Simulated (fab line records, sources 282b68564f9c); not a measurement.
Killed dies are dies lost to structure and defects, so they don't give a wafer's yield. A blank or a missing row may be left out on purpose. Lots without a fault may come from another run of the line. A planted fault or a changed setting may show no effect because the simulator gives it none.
Problem report in the 8D (eight disciplines) form, filled by code | flow rit_cmos | the parts of the form that need people (team, actions taken, sign-off) are left out

1. THE PROBLEM
tilt_deg at RIT_NWELL_IMPLANT_08 reads a mean of 7.264 degrees on 9 wafers of 3 lots; wafers without a fault read 6.998 degrees with a standard deviation of 0.021. That is +13 standard deviations from the usual mean.
First seen on wafer L592.1, day 4 19:23, on implanter-02. The record holds 45 wafers of 15 lots with a number at this step. Rule for "out", or "out of limits": more than 4 standard deviations from the usual mean. The other wafers with a number count as sound.

2. WHAT IT IS AND WHAT IT IS NOT
question                    | is                     | is not
which readings at this step | tilt_deg               | -
which lots                  | L592, L594, L595       | L581, L582, L583, L584, L585, L586, L587, L588, L589, L591, L600, L601
which wafers of those lots  | all that have a number | -
read on which tools         | implanter-02           | implanter-01, implanter-03
when                        | from day 4 19:23       | up to then (30 sound wafers); but 6 sound wafers of L600, L601 came after

3. SUSPECTS, AND WHAT RULES EACH OUT
Counting: a tool at a process step up to the reading stays a suspect if it ran every lot that is out and no sound lot after the first of them.
- implanter-02 at RIT_NWELL_IMPLANT_08: kept. It ran every lot that is out, first L592 (day 4 19:23), and no sound lot after that; its last sound lot up to then is L589 (day 4 03:53). Its own readings are out on those wafers: tilt_deg.
Left after counting: implanter-02 at RIT_NWELL_IMPLANT_08.

4. THE CAUSE (what the simulator had put in)
Process parameter drift: implanter-02, from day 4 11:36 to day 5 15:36, at RIT_NWELL_IMPLANT_08. Setting tilt_deg, moved by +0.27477, from 7. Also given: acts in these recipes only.
Counting left only this tool.

5. THE CHAIN OF EFFECTS, in route order
Each row: a reading whose mean over the struck wafers that have a number lies more than 3 standard deviations from the usual. Only readings for which the record gives a usual standard deviation are gone through. hours: the time from each lot's start at the first step in this table that gives one to its start at this step, as a median over the lots. sigmas: the change in usual standard deviations.
hours | step                 | reading  | usual         | on struck wafers | change | sigmas
0     | RIT_NWELL_IMPLANT_08 | tilt_deg | 6.998 degrees | 7.264            | +0.266 | +13
The process steps in it:
- RIT_NWELL_IMPLANT_08

6. WHAT WOULD HAVE CAUGHT IT SOONER
In this record the first reading out of limits was taken at day 4 19:23, 8 hours after the fault began at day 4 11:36.
